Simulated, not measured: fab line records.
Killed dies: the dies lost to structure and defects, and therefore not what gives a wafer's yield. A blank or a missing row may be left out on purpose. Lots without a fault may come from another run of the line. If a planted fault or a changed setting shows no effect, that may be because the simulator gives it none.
fab line records ; flow ritCmos
record lots=6; wafers=18; lastDay=7
route steps=202 shown NSD@138 PSD@142 SDANNEAL@153 M1@202
lots with no fault: from the same line, run without faults
startH: the number of hours between the record's first day and the start of the first shown wafer of the lot ; waitH: how many hours have passed since the lot's step before this one ; " identical to the entry in the row above ; L1.1+2: a single row standing in for several wafers ; - value missing, or start not given ; * or withheld: withheld ; < > ~ a bound
route shown NAME@n: a module of which the file shows steps, and the number in the route of the first ; usual: mean/standard deviation of fault-free wafers ; same: alike in all rows ; chamber/n: place in a boat ; sites: readings site by site ; _std_site: standard deviation across them ; _edge_site: outer sites' mean less inner sites' ; radiusMm: for every site, how far away it sits from the centre of the wafer ; mask NAME#n: copy n ; behind: tool/chamber where the wafer was last shaped ; hold: the reason the lot was held/the length of the hold in hours/how it ended ; device: transistor that didn't switch, given as n, p or np ; end of line: the same wafers' tests at the end of the route ; a step given without rows: its recipe and nothing more ; killed: dies that structure and defects cost at the first sort, which is not the same as the wafer's yield ; map: shows each die of a wafer: x if killed, . if not, _ if none is there
set.NAME: the setting that was run; set.NAME@STEP: the one run at that earlier step ; model.NAME: the simulator's own value behind a step, which no gauge read
a table for each step, a row for each wafer; lots at some steps of the route
services: when a tool's chamber went out of use (startH, in hours from the record's first day, below 0 if earlier), for how many hours, and the reason
## steps
# step RIT_NSD_HARDBAKE_07
# recipe resist=NOVOLAK; tempC=140; timeS=60
# step RIT_NSD_IMPLANT_08
# recipe species=P; energyKev=25; doseCm2=1e+15; tiltDeg=7
# step RIT_NSD_STRIP_09
# recipe chemistry=O2; timeS=180; resist=NOVOLAK; platenTempC=withheld; powerW=500; pressureMtorr=4000; o2FlowSccm=4000
# usual drypumpMotorCurrentA=6.0/0.38; rfReflPowerW=6.7/1.2
lot.wafer;tool;chamber;startH;waitH;drypumpMotorCurrentA;rfHoursCounterH;rfReflPowerW
L713.1;plasmaAsher-04;1;55.26;0.1;6.7;43;8.2
L713.3;plasmaAsher-04;0;55.26;0.1;6.3;-;5.6
L713.5;plasmaAsher-04;0;55.26;0.1;6.3;-;5.8
L714.2;plasmaAsher-01;0;59.08;0.1;5.6;24;7.0
L714.3;plasmaAsher-01;0;59.08;0.1;5.6;-;7.2
L714.4;plasmaAsher-01;1;59.08;0.1;5.6;-;6.6
L729.1;plasmaAsher-01;0;147.71;0.1;5.6;33;7.2
L729.2;plasmaAsher-01;1;147.71;0.1;5.7;33;6.3
L729.5;plasmaAsher-01;1;147.71;0.1;5.7;-;6.3
L731.1;plasmaAsher-01;0;149.13;0.1;5.6;33;7.1
L731.2;plasmaAsher-01;1;149.13;0.1;5.7;33;6.6
L731.4;plasmaAsher-01;1;149.13;0.1;5.7;-;6.6
L732.1;plasmaAsher-04;0;154.35;0.1;6.3;52;5.6
L732.4;plasmaAsher-04;1;154.35;0.1;6.7;-;9.0
L732.6;plasmaAsher-04;1;154.35;0.1;6.7;-;8.6
L734.2;plasmaAsher-03;1;168.42;0.1;5.7;53;7.5
L734.4;plasmaAsher-03;0;168.42;0.1;6.0;-;4.8
L734.5;plasmaAsher-03;1;168.42;0.1;5.7;-;7.4
# step RIT_NSD_TW_MEAS_10
# usual NSD_TW=3100/27
lot.wafer;tool;chamber;startH;waitH;NSD_TW
L713.1;filmMetro-02;-;55.44;0.1;3073
L713.3;filmMetro-02;-;55.44;0.1;3080
L713.5;filmMetro-02;-;55.44;0.1;3078
L714.2;filmMetro-01;-;59.26;0.1;3123
L714.3;filmMetro-01;-;59.26;0.1;3115
L714.4;filmMetro-01;-;59.26;0.1;3119
L729.1;filmMetro-01;-;147.89;0.1;3083
L729.2;filmMetro-01;-;147.89;0.1;3086
L729.5;filmMetro-01;-;147.89;0.1;3082
L731.1;filmMetro-03;-;149.31;0.1;3122
L731.2;filmMetro-03;-;149.31;0.1;3121
L731.4;filmMetro-03;-;149.31;0.1;3112
L732.1;filmMetro-01;-;154.53;0.1;3101
L732.4;filmMetro-01;-;154.53;0.1;3122
L732.6;filmMetro-01;-;154.53;0.1;3079
L734.2;filmMetro-01;-;168.60;0.1;3139
L734.4;filmMetro-01;-;168.60;0.1;3130
L734.5;filmMetro-01;-;168.60;0.1;3114
# step RIT_PSD_HMDS_00
# recipe primeTimeS=60; primeTempC=140
# step RIT_PSD_COAT_01
# recipe resist=NOVOLAK; spinRpm=3250; resistThkNm=1000
# step RIT_PSD_SOFTBAKE_02
# recipe resist=NOVOLAK; tempC=90; timeS=60
# step RIT_PSD_EXPOSE_03
# recipe maskId=M10; na=0.57; targetCdNm=40900; doseMj=250
# step RIT_PSD_PEB_04
# recipe resist=NOVOLAK; tempC=withheld; timeS=withheld
# step RIT_PSD_DEVELOP_05
# recipe resist=NOVOLAK; developTimeS=50; devTempC=23
# step RIT_PSD_OVL_MEAS_06
# usual PSD_OVL=-0.7/1.5
lot.wafer;tool;chamber;startH;waitH;PSD_OVL[nm]
L713.1;overlay-02;-;56.35;-;-1.9
L713.3;overlay-02;-;56.35;-;-0.7
L713.5;overlay-02;-;56.35;-;-0.2
L714.2;overlay-02;-;60.29;-;-1.1
L714.3;overlay-02;-;60.29;-;0.7
L714.4;overlay-02;-;60.29;-;-0.3
L729.1;overlay-02;-;148.80;-;-2.2
L729.2;overlay-02;-;148.80;-;-1.9
L729.5;overlay-02;-;148.80;-;-1.6
L731.1;overlay-01;-;150.41;-;-0.9
L731.2;overlay-01;-;150.41;-;-0.9
L731.4;overlay-01;-;150.41;-;-0.6
L732.1;overlay-02;-;155.44;-;-0.5
L732.4;overlay-02;-;155.44;-;-0.3
L732.6;overlay-02;-;155.44;-;-1.1
L734.2;overlay-01;-;169.76;-;-0.4
L734.4;overlay-01;-;169.76;-;-1.6
L734.5;overlay-01;-;169.76;-;-1.5
# step RIT_PSD_HARDBAKE_07
# recipe resist=NOVOLAK; tempC=140; timeS=60
# step RIT_PSD_IMPLANT_08
# recipe species=BF2; energyKev=27; doseCm2=5e+15; tiltDeg=7
# usual beamEnergyKeV=27.000/0.0089; tiltDeg=6.995/0.019
lot.wafer;tool;chamber;startH;waitH;beamEnergyKeV;tiltDeg;model.implant.rpNm;model.implant.drpNm
L713.1;implanter-01;0;56.53;0.1;27.004;7.027;20.9;12.05
L713.3;implanter-01;0;56.53;0.1;26.996;6.994;20.9;12.05
L713.5;implanter-01;0;56.53;0.1;26.979;6.999;20.9;12.05
L714.2;implanter-04;0;60.50;0.1;26.999;6.978;22.12;12.05
L714.3;implanter-04;0;60.50;0.1;27.004;6.988;22.12;12.05
L714.4;implanter-04;0;60.50;0.1;27.009;6.980;22.12;12.05
L729.1;implanter-04;0;148.98;0.1;25.116;6.978;19.87;11.45
L729.2;implanter-04;0;148.98;0.1;25.117;6.959;19.87;11.45
L729.5;implanter-04;0;148.98;0.1;25.112;6.979;19.87;11.45
L731.1;implanter-04;0;150.60;0.1;25.110;6.995;19.96;11.45
L731.2;implanter-04;0;150.60;0.1;25.105;7.004;19.96;11.45
L731.4;implanter-04;0;150.60;0.1;25.123;6.982;19.96;11.45
L732.1;implanter-03;0;155.62;0.1;26.999;6.994;21.57;12.05
L732.4;implanter-03;0;155.62;0.1;27.005;6.991;21.57;12.05
L732.6;implanter-03;0;155.62;0.1;27.001;7.020;21.57;12.05
L734.2;implanter-03;0;170.04;0.1;27.000;6.984;22.31;12.05
L734.4;implanter-03;0;170.04;0.1;26.998;6.963;22.31;12.05
L734.5;implanter-03;0;170.04;0.1;27.002;6.977;22.31;12.05
# step RIT_PSD_STRIP_09
# recipe chemistry=O2; timeS=180; resist=NOVOLAK; platenTempC=withheld; powerW=500; pressureMtorr=4000; o2FlowSccm=4000
# usual drypumpMotorCurrentA=5.70/0.26; rfReflPowerW=6.9/0.97
lot.wafer;tool;chamber;startH;waitH;drypumpMotorCurrentA;rfHoursCounterH;rfReflPowerW
L713.1;plasmaAsher-02;1;56.68;0.1;5.28;42;7.7
L713.3;plasmaAsher-02;1;56.68;0.1;5.26;-;7.7
L713.5;plasmaAsher-02;1;56.68;0.1;5.26;-;7.7
L714.2;plasmaAsher-03;1;60.62;0.1;5.67;41;7.9
L714.3;plasmaAsher-03;1;60.62;0.1;5.65;-;7.7
L714.4;plasmaAsher-03;0;60.62;0.1;6.02;-;5.1
L729.1;plasmaAsher-03;0;149.13;0.1;6.02;51;5.1
L729.2;plasmaAsher-03;1;149.13;0.1;5.68;51;7.6
L729.5;plasmaAsher-03;0;149.13;0.1;6.00;-;5.0
L731.1;plasmaAsher-01;1;150.75;0.1;5.69;33;6.7
L731.2;plasmaAsher-01;0;150.75;0.1;5.62;33;7.1
L731.4;plasmaAsher-01;0;150.75;0.1;5.63;-;7.0
L732.1;plasmaAsher-01;1;155.77;0.1;5.65;34;6.3
L732.4;plasmaAsher-01;0;155.77;0.1;5.62;-;6.9
L732.6;plasmaAsher-01;1;155.77;0.1;5.64;-;6.6
L734.2;plasmaAsher-03;0;170.17;0.1;6.05;53;5.1
L734.4;plasmaAsher-03;0;170.17;0.1;6.00;-;5.0
L734.5;plasmaAsher-03;0;170.17;0.1;6.02;-;4.9
# step RIT_PSD_TW_MEAS_10
# usual PSD_TW=3417/31
lot.wafer;tool;chamber;startH;waitH;PSD_TW
L713.1;filmMetro-01;-;56.86;0.1;3408
L713.3;filmMetro-01;-;56.86;0.1;3408
L713.5;filmMetro-01;-;56.86;0.1;3397
L714.2;filmMetro-01;-;60.81;0.1;3411
L714.3;filmMetro-01;-;60.81;0.1;3426
L714.4;filmMetro-01;-;60.81;0.1;3431
L729.1;filmMetro-01;-;149.31;0.1;3325
L729.2;filmMetro-01;-;149.31;0.1;3326
L729.5;filmMetro-01;-;149.31;0.1;3327
L731.1;filmMetro-03;-;150.93;0.1;3341
L731.2;filmMetro-03;-;150.93;0.1;3371
L731.4;filmMetro-03;-;150.93;0.1;3371
L732.1;filmMetro-01;-;155.95;0.1;3394
L732.4;filmMetro-01;-;155.95;0.1;3401
L732.6;filmMetro-01;-;155.95;0.1;3404
L734.2;filmMetro-03;-;170.35;0.1;3453
L734.4;filmMetro-03;-;170.35;0.1;3444
L734.5;filmMetro-03;-;170.35;0.1;3433
# step RIT_SDANNEAL_CLEAN_00
# recipe chemistry=SC1; mix=3:3:50; timeS=600; tempC=75
# step RIT_SDANNEAL_CLEAN_01
# recipe chemistry=dHF; dilution=50:1; timeS=30
# step RIT_SDANNEAL_CLEAN_02
# recipe chemistry=SC2; mix=3:3:50; timeS=600; tempC=75; dry=n2Spin
# step RIT_SDANNEAL_RTA_03
# recipe tempC=1050; timeS=5; idleTempC=600; rampUpCPerS=342; rampDownCPerS=171; coolToC=600; ambient=N2
# usual wafer_temp_C_max=1053.5/1.1
lot.wafer;tool;chamber;startH;waitH;wafer_temp_C_max
L713.1;rtpAnneal-02;0;57.28;0.0;1052.9
L713.3;rtpAnneal-02;0;57.28;0.0;1053.9
L713.5;rtpAnneal-02;0;57.28;0.0;1053.7
L714.2;rtpAnneal-01;0;61.24;0.0;1053.9
L714.3;rtpAnneal-01;0;61.24;0.0;1054.4
L714.4;rtpAnneal-01;0;61.24;0.0;1054.1
L729.1;rtpAnneal-01;0;149.75;0.0;1051.8
L729.2;rtpAnneal-01;0;149.75;0.0;1054.5
L729.5;rtpAnneal-01;0;149.75;0.0;1053.1
L731.1;rtpAnneal-02;0;151.38;0.0;1053.5
L731.2;rtpAnneal-02;0;151.38;0.0;1054.0
L731.4;rtpAnneal-02;0;151.38;0.0;1052.9
L732.1;rtpAnneal-01;0;156.41;0.0;1053.1
L732.4;rtpAnneal-01;0;156.41;0.0;1052.8
L732.6;rtpAnneal-01;0;156.41;0.0;1052.5
L734.2;rtpAnneal-01;0;170.78;0.0;1052.8
L734.4;rtpAnneal-01;0;170.78;0.0;1054.6
L734.5;rtpAnneal-01;0;170.78;0.0;1050.8
# step RIT_SDANNEAL_RS_MEAS_04
# recipe thkMeasGauge=four-point-probe
# usual PSD_RS=115.90/0.29
lot.wafer;tool;chamber;startH;waitH;hold;PSD_RS[ohm/sq]
L713.1;filmMetro-03;-;57.34;0.0;-;115.48
L713.3;filmMetro-03;-;57.34;0.0;-;115.53
L713.5;filmMetro-03;-;57.34;0.0;-;115.53
L714.2;filmMetro-02;-;61.30;0.1;-;116.39
L714.3;filmMetro-02;-;61.30;0.1;-;116.27
L714.4;filmMetro-02;-;61.30;0.1;-;115.49
L729.1;filmMetro-01;-;149.81;0.0;awaitDispo/0.2h/release;120.49
L729.2;filmMetro-01;-;149.81;0.0;awaitDispo/0.2h/release;120.71
L729.5;filmMetro-01;-;149.81;0.0;awaitDispo/0.2h/release;120.77
L729.1;filmMetro-01;-;150.17;0.3;-;120.56
L729.2;filmMetro-01;-;150.17;0.3;-;120.58
L729.5;filmMetro-01;-;150.17;0.3;-;120.65
L731.1;filmMetro-03;-;151.44;0.0;awaitDispo/0.2h/release;120.16
L731.2;filmMetro-03;-;151.44;0.0;awaitDispo/0.2h/release;120.21
L731.4;filmMetro-03;-;151.44;0.0;awaitDispo/0.2h/release;119.71
L731.1;filmMetro-03;-;151.80;0.3;-;120.10
L731.2;filmMetro-03;-;151.80;0.3;-;120.02
L731.4;filmMetro-03;-;151.80;0.3;-;119.82
L732.1;filmMetro-03;-;156.47;0.0;-;115.78
L732.4;filmMetro-03;-;156.47;0.0;-;115.82
L732.6;filmMetro-03;-;156.47;0.0;-;115.87
L734.2;filmMetro-01;-;170.85;0.1;-;116.16
L734.4;filmMetro-01;-;170.85;0.1;-;116.27
L734.5;filmMetro-01;-;170.85;0.1;-;116.26
# step RIT_SDANNEAL_RS_MEAS_05
# recipe thkMeasGauge=four-point-probe
# usual NSD_RS=84.50/0.28
lot.wafer;tool;chamber;startH;waitH;hold;NSD_RS[ohm/sq]
L713.1;filmMetro-03;-;57.46;0.1;-;84.80
L713.3;filmMetro-03;-;57.46;0.1;-;84.57
L713.5;filmMetro-03;-;57.46;0.1;-;84.36
L714.2;filmMetro-02;-;61.42;0.1;-;84.92
L714.3;filmMetro-02;-;61.42;0.1;-;84.73
L714.4;filmMetro-02;-;61.42;0.1;-;84.82
L729.1;filmMetro-01;-;154.36;4.2;awaitDispo/4.1h/release;84.50
L729.2;filmMetro-01;-;154.36;4.2;awaitDispo/4.1h/release;84.90
L729.5;filmMetro-01;-;154.36;4.2;awaitDispo/4.1h/release;84.46
L731.1;filmMetro-03;-;155.34;3.5;awaitDispo/3.4h/release;84.29
L731.2;filmMetro-03;-;155.34;3.5;awaitDispo/3.4h/release;84.50
L731.4;filmMetro-03;-;155.34;3.5;awaitDispo/3.4h/release;84.15
L732.1;filmMetro-03;-;156.59;0.1;-;84.81
L732.4;filmMetro-03;-;156.59;0.1;-;84.63
L732.6;filmMetro-03;-;156.59;0.1;-;84.78
L734.2;filmMetro-01;-;170.97;0.1;-;84.47
L734.4;filmMetro-01;-;170.97;0.1;-;84.62
L734.5;filmMetro-01;-;170.97;0.1;-;84.52
# step RIT_M1_PROBE_99
# usual killedAtFrontEnd=7/3.1; killedDies=7/3.1; killedOnRim=1.8/1.4; killedOpen=3.3/2; killedShort=3.6/1.9
# same grossDies=264; killed_at_M0_to_M3=0; killed_at_M4_up=0; killedAtBackSide=0; killedAtContacts=0; killedAtOther=0
lot.wafer;tool;chamber;startH;waitH;killedAtFrontEnd;killedDies;killedOnRim;killedOpen;killedShort
L713.1;prober-01;-;64.58;0.1;4;4;2;3;1
L713.3;prober-01;-;64.68;0.2;5;5;1;1;4
L713.5;prober-01;-;64.78;0.2;5;5;2;3;2
L714.2;prober-02;-;68.61;0.1;5;5;1;5;0
L714.3;prober-02;-;68.66;0.2;14;14;2;9;5
L714.4;prober-02;-;68.71;0.2;8;8;0;3;5
L729.1;prober-02;-;162.60;0.1;6;6;2;1;5
L729.2;prober-02;-;162.65;0.1;7;7;3;2;5
L729.5;prober-02;-;162.80;0.2;5;5;1;3;2
L731.1;prober-01;-;162.94;0.1;19;19;6;11;8
L731.2;prober-01;-;162.99;0.1;10;10;1;4;6
L731.4;prober-01;-;163.09;0.2;12;12;4;7;5
L732.1;prober-02;-;163.84;0.1;11;11;5;4;7
L732.4;prober-02;-;163.99;0.2;11;11;3;5;6
L732.6;prober-02;-;164.09;0.2;6;6;0;3;3
L734.2;prober-01;-;178.72;0.1;4;4;1;4;0
L734.4;prober-01;-;178.82;0.2;9;9;4;5;4
L734.5;prober-01;-;178.87;0.2;5;5;0;4;1
# killed by level:class
L713.1 SILICIDE:geometricParticle:open=2 FOX1:geometricParticle:short=1 GATE:geometricParticle:open=1
L713.3 GATE:geometricParticle:short=3 FOX2:geometricParticle:short=1 SILICIDE:geometricParticle:open=1
L713.5 REOX:geometricParticle:open=2 FOX1:geometricParticle:open=1 REOX:geometricParticle:short=1 SPACER:geometricParticle:short=1
L714.2 SILICIDE:geometricParticle:open=3 GATE:geometricParticle:open=2
L714.3 GATE:geometricParticle:open=3 FOX1:geometricParticle:short=2 FOX1:geometricParticle:open=2 GATE:geometricParticle:short=2 REOX:geometricParticle:open=2 FOX2:geometricParticle:open=1 SPACER:geometricParticle:short=1 SPACER:geometricParticle:open=1
L714.4 GATE:geometricParticle:short=3 ACTIVE:geometricParticle:open=1 FOX2:geometricParticle:short=1 REOX:geometricParticle:open=1 SPACER:geometricParticle:open=1 SILICIDE:geometricParticle:short=1
L729.1 GATE:geometricParticle:short=3 FOX1:geometricParticle:short=2 GATE:geometricParticle:open=1
L729.2 GATE:geometricParticle:short=2 FOX1:geometricParticle:open=1 FOX2:geometricParticle:short=1 GATE:geometricParticle:open=1 REOX:geometricParticle:short=1 SPACER:geometricParticle:short=1
L729.5 FOX1:geometricParticle:short=2 REOX:geometricParticle:open=2 FOX2:geometricParticle:open=1
L731.1 GATE:geometricParticle:open=4 REOX:geometricParticle:open=3 REOX:geometricParticle:short=2 SPACER:geometricParticle:short=2 SILICIDE:geometricParticle:short=2 SILICIDE:geometricParticle:open=2 FOX1:geometricParticle:short=1 FOX1:geometricParticle:open=1
L731.2 GATE:geometricParticle:short=3 FOX1:geometricParticle:short=2 FOX1:geometricParticle:open=2 FOX2:geometricParticle:short=1 FOX2:geometricParticle:open=1 REOX:geometricParticle:open=1
L731.4 GATE:geometricParticle:open=4 GATE:geometricParticle:short=3 SPACER:geometricParticle:open=2 REOX:geometricParticle:open=1 REOX:geometricParticle:short=1 SILICIDE:geometricParticle:short=1
L732.1 GATE:geometricParticle:open=2 GATE:geometricParticle:short=2 FOX1:geometricParticle:short=1 FOX2:geometricParticle:short=1 REOX:geometricParticle:short=1 REOX:geometricParticle:open=1 SPACER:geometricParticle:short=1 SILICIDE:geometricParticle:open=1
L732.4 GATE:geometricParticle:open=3 FOX1:geometricParticle:open=2 GATE:geometricParticle:short=2 FOX1:geometricParticle:short=1 FOX2:geometricParticle:short=1 SPACER:geometricParticle:short=1 SILICIDE:geometricParticle:short=1
L732.6 GATE:geometricParticle:open=2 FOX1:geometricParticle:short=1 FOX2:geometricParticle:short=1 FOX2:geometricParticle:open=1 SPACER:geometricParticle:short=1
L734.2 GATE:geometricParticle:open=2 SPACER:geometricParticle:open=1 SILICIDE:geometricParticle:open=1
L734.4 SPACER:geometricParticle:short=2 GATE:geometricParticle:open=2 GATE:geometricParticle:short=2 SILICIDE:geometricParticle:open=2 FOX1:geometricParticle:open=1
L734.5 GATE:geometricParticle:open=2 REOX:geometricParticle:open=2 SPACER:geometricParticle:short=1
## services
tool;chamber;startH;hours;kind
plasmaAsher-01;-;50.84;2.4;repair
plasmaAsher-04;-;82.67;4.3;pm
plasmaAsher-03;-;92.75;3.4;repair
implanter-04;-;99.05;1.7;repair
plasmaAsher-04;-;100.14;10.0;pm
plasmaAsher-01;-;102.78;0.8;repair
implanter-04;-;107.57;3.0;repair
plasmaAsher-02;-;108.75;9.0;pm
plasmaAsher-02;0;108.75;9.0;ventCycle
plasmaAsher-02;1;108.75;9.0;ventCycle
implanter-03;-;113.26;1.9;repair
plasmaAsher-02;0;117.75;-;clean
plasmaAsher-02;1;117.75;-;clean
plasmaAsher-04;-;145.66;1.5;repair
plasmaAsher-03;-;150.50;1.7;repair
## key
firstSign step=RIT_PSD_IMPLANT_08; reading=beamEnergyKeV; direction=down; sigmas=99+; usual=27.000; struck=25.114
effect step=RIT_PSD_TW_MEAS_10; reading=PSD_TW; direction=down; sigmas=2.3; usual=3417; struck=3344
effect step=RIT_SDANNEAL_RS_MEAS_04; reading=visit; direction=added
effect step=RIT_SDANNEAL_RS_MEAS_04; reading=PSD_RS; direction=up; sigmas=16; usual=115.90; struck=120.34
modelEffect step=RIT_PSD_IMPLANT_08; value=implant.rpNm; without=21.1; struck=19.91
metAt RIT_PSD_IMPLANT_08
struckWafers L729.1,L729.2,L729.5,L731.1,L731.2,L731.4
testerLeftOut L729,L731
onsetBetween 60.50 148.98
fault kind=processParameterDrift; tool=implanter-04; chamber=-; onsetH=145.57; steps=RIT_PSD_IMPLANT_08; channel=energyKev; offset=-1.89; shape=step; endH=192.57; actsIn=theseRecipesOnly; stated=27
# testerLeftOut: of these lots the tester's yield and bins aren't shown, on N5 and GAA mostly nor the transistor test; their killed dies are dies lost to structure and defects alone, not to doping, threshold or leakage, so they don't give the yield
